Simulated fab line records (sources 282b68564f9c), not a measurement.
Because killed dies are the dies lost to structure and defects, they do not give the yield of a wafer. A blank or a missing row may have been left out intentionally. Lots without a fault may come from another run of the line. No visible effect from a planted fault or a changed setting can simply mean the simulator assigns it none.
What tool caused it? / flow rit cmos / 42 wafers sampled from 14 lots at 1 step of a route of 202

== WHAT EACH GAUGE READ, for each wafer ==
No reading from a measuring or inspecting step in the record can be judged against a usual standard deviation.

== TOOL THAT RAN EACH LOT (tool first, then ch and the chambers of the sampled wafers, then the start) ==
lot=L518; RIT_CONTACT_CLEAN_13=wet bench-03 ch 3, day 3 08:34
lot=L520; RIT_CONTACT_CLEAN_13=wet bench-01 ch 0, day 3 21:46
lot=L522; RIT_CONTACT_CLEAN_13=wet bench-04 ch 1, day 4 04:38
lot=L525; RIT_CONTACT_CLEAN_13=wet bench-04 ch 1, day 4 21:56
lot=L526; RIT_CONTACT_CLEAN_13=wet bench-01 ch 3, day 5 01:37
lot=L527; RIT_CONTACT_CLEAN_13=wet bench-04 ch 3, day 5 06:52
lot=L530; RIT_CONTACT_CLEAN_13=wet bench-01 ch 3, day 5 23:39
lot=L533; RIT_CONTACT_CLEAN_13=wet bench-04 ch 2, day 6 13:01
lot=L534; RIT_CONTACT_CLEAN_13=wet bench-04 ch 1, day 6 18:32
lot=L535; RIT_CONTACT_CLEAN_13=wet bench-01 ch 1, day 6 23:48
lot=L536; RIT_CONTACT_CLEAN_13=wet bench-03 ch 2, day 7 05:10
lot=L537; RIT_CONTACT_CLEAN_13=wet bench-04 ch 0, day 7 09:13
lot=L538; RIT_CONTACT_CLEAN_13=wet bench-04 ch 0, day 7 13:16
lot=L539; RIT_CONTACT_CLEAN_13=wet bench-03 ch 2, day 7 18:47
- RIT_CONTACT_CLEAN_13: cleans in SC1, time 600 s.

== WHAT THE TOOLS THEMSELVES READ (means of the sampled wafers that have a number; where no wafer has one, the mark that the record gives instead) ==
RIT_CONTACT_CLEAN_13. Usual: bath guard temp C 75.2 C, standard deviation 0.63; bath heat duty pct 15.4 %, standard deviation 1.5.
lot=L518; tool=wet bench-03; bath guard temp C (C)=74.9; bath heat duty pct (%)=15.3; flag=
lot=L520; tool=wet bench-01; bath guard temp C (C)=75.6; bath heat duty pct (%)=15.0; flag=
lot=L522; tool=wet bench-04; bath guard temp C (C)=74.9; bath heat duty pct (%)=15.6; flag=
lot=L525; tool=wet bench-04; bath guard temp C (C)=75.0; bath heat duty pct (%)=15.8; flag=
lot=L526; tool=wet bench-01; bath guard temp C (C)=-; bath heat duty pct (%)=-; flag=OFF
lot=L527; tool=wet bench-04; bath guard temp C (C)=-; bath heat duty pct (%)=-; flag=OFF
lot=L530; tool=wet bench-01; bath guard temp C (C)=75.5; bath heat duty pct (%)=13.3; flag=
lot=L533; tool=wet bench-04; bath guard temp C (C)=75.2; bath heat duty pct (%)=16.0; flag=
lot=L534; tool=wet bench-04; bath guard temp C (C)=75.0; bath heat duty pct (%)=16.1; flag=
lot=L535; tool=wet bench-01; bath guard temp C (C)=75.1; bath heat duty pct (%)=17.5; flag=
lot=L536; tool=wet bench-03; bath guard temp C (C)=74.4; bath heat duty pct (%)=15.6; flag=
lot=L537; tool=wet bench-04; bath guard temp C (C)=76.2; bath heat duty pct (%)=14.2; flag=
lot=L538; tool=wet bench-04; bath guard temp C (C)=76.1; bath heat duty pct (%)=15.1; flag=
lot=L539; tool=wet bench-03; bath guard temp C (C)=74.3; bath heat duty pct (%)=15.1; flag=

== THE ANSWER, worked out from the rows above alone ==
Rule: a lot counts as off when the mean over its wafers that have a number is more than 3 standard deviations away from the usual mean. Also off: a lot with no number at a reading for which 4 or more lots have one. All remaining lots with rows at the step are treated as sound. First the gauges in route order, then the tools' own readings, where a lot's mean is used as printed above. The first step at which some lot is off is used, and at that step the reading that is off furthest; a lot without a number counts as furthest.
Off: L526, L527 (RIT_CONTACT_CLEAN_13, bath guard temp C). Without a number there: L526, L527.
If a tool, at that step or one of the process steps before it, ran each lot that is off and ran no sound lot following the first of them, it fits. Of those tried, none fits.

== WHAT HAD BEEN PUT IN BY THE SIMULATOR ==
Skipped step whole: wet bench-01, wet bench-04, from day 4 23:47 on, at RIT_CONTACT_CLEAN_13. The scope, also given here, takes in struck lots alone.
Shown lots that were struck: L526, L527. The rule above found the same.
